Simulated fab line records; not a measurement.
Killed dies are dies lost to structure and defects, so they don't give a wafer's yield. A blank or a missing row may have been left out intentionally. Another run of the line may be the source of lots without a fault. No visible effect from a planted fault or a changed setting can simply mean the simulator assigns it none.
Tool commonality check | flow rit_cmos | Sample size 14 lots and 42 wafers

## WHAT PROMPTED THE OPENING
At RIT_SILICIDE_RS_MEAS_02 the reading SILICIDE_TI_RS is flagged on 2 of 14 lots. Wafers without a fault read 50.7 ohm/sq, standard deviation 0.57.
Rule: flag the lot when none of its wafers has a number, or when each of its wafers that has one lies beyond 4 standard deviations from that mean. The rest of the lots are taken to be sound.

lot  | measured    | on            | SILICIDE_TI_RS (ohm/sq), wafer by wafer | flag
L141 | day 3 03:28 | film_metro-04 | 50.2 50.8 50.0                          |
L142 | day 3 06:28 | film_metro-04 | 51.2 51.5 50.8                          |
L143 | day 3 13:37 | film_metro-03 | 50.3 50.2 50.9                          |
L144 | day 3 17:45 | film_metro-01 | 51.4 50.8 51.2                          |
L145 | day 4 00:11 | film_metro-04 | 50.7 51.1 50.8                          |
L146 | day 4 03:38 | film_metro-01 | 51.5 51.5 51.7                          |
L147 | day 4 07:17 | film_metro-01 | 50.0 49.8 50.0                          |
L148 | day 4 13:39 | film_metro-01 | 50.9 50.6 50.7                          |
L151 | day 5 04:23 | film_metro-03 | 32.3 32.8 32.6                          | FLAGGED
L153 | day 5 13:54 | film_metro-04 | 32.5 32.7 32.5                          | FLAGGED
L154 | day 5 18:43 | film_metro-04 | 50.3 50.3 51.2                          |
L157 | day 6 09:50 | film_metro-01 | 50.8 51.3 50.8                          |
L161 | day 7 08:29 | film_metro-03 | 51.1 50.8 50.9                          |
L163 | day 7 18:07 | film_metro-01 | 50.3 49.9 50.3                          |
The numbers of the flagged lots are 32.6 ohm/sq on average: -18.1 ohm/sq against the usual, or -32 standard deviations.

## EACH LOT AND THE TOOL IT RAN ON
The record keeps 1 process step preceding the reading, out of 202 steps on the route. Each cell gives the tool, then ch followed by the chambers the sampled wafers passed through, then the start.
lot  | flag    | RIT_SILICIDE_SPUTTER_01
L141 |         | pvd_sputter-04, day 3 03:19
L142 |         | pvd_sputter-03, day 3 06:18
L143 |         | pvd_sputter-01, day 3 13:28
L144 |         | pvd_sputter-04, day 3 17:36
L145 |         | pvd_sputter-01, day 4 00:02
L146 |         | pvd_sputter-04, day 4 03:29
L147 |         | pvd_sputter-01, day 4 07:08
L148 |         | pvd_sputter-04, day 4 13:30
L151 | FLAGGED | pvd_sputter-01, day 5 04:05
L153 | FLAGGED | pvd_sputter-01, day 5 13:45
L154 |         | pvd_sputter-04, day 5 18:32
L157 |         | pvd_sputter-03, day 6 09:40
L161 |         | pvd_sputter-03, day 7 08:20
L163 |         | pvd_sputter-03, day 7 17:58
What these steps do:
- RIT_SILICIDE_SPUTTER_01: material Ti, target thk 30 nm, time 229.5 s.
- RIT_SILICIDE_RS_MEAS_02: measures by four-point-probe.

## FLAGGED AGAINST TOTAL, ONE TOOL AT A TIME (gauges that did the reading follow at the end)
step                    | tool           | lots run | flagged | share of the flagged lots | sound lots run after its first flagged lot
RIT_SILICIDE_SPUTTER_01 | pvd_sputter-01 | 5        | 2       | all                       | 0
RIT_SILICIDE_SPUTTER_01 | pvd_sputter-03 | 4        | 0       | none                      | -
RIT_SILICIDE_SPUTTER_01 | pvd_sputter-04 | 5        | 0       | none                      | -
RIT_SILICIDE_RS_MEAS_02 | film_metro-01  | 6        | 0       | none                      | -
RIT_SILICIDE_RS_MEAS_02 | film_metro-03  | 3        | 1       | some                      | 1 (L161)
RIT_SILICIDE_RS_MEAS_02 | film_metro-04  | 5        | 1       | some                      | 1 (L154)

## WHAT THE TABLE PERMITS
1 row of the table ran every flagged lot: pvd_sputter-01 at RIT_SILICIDE_SPUTTER_01.
- pvd_sputter-01 at RIT_SILICIDE_SPUTTER_01: 2 of its 5 lots flagged. Its last sound lot is L147 (day 4 07:08), its first flagged lot L151 (day 5 04:05): a fault that began between those two fits.
What remains is a single tool, pvd_sputter-01 at RIT_SILICIDE_SPUTTER_01.

## WHAT HAD BEEN PUT IN BY THE SIMULATOR
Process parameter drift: pvd_sputter-01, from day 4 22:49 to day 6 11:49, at RIT_SILICIDE_SPUTTER_01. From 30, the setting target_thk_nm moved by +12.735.
Shown lots that were struck: L151, L153. Same finding as the rule above.
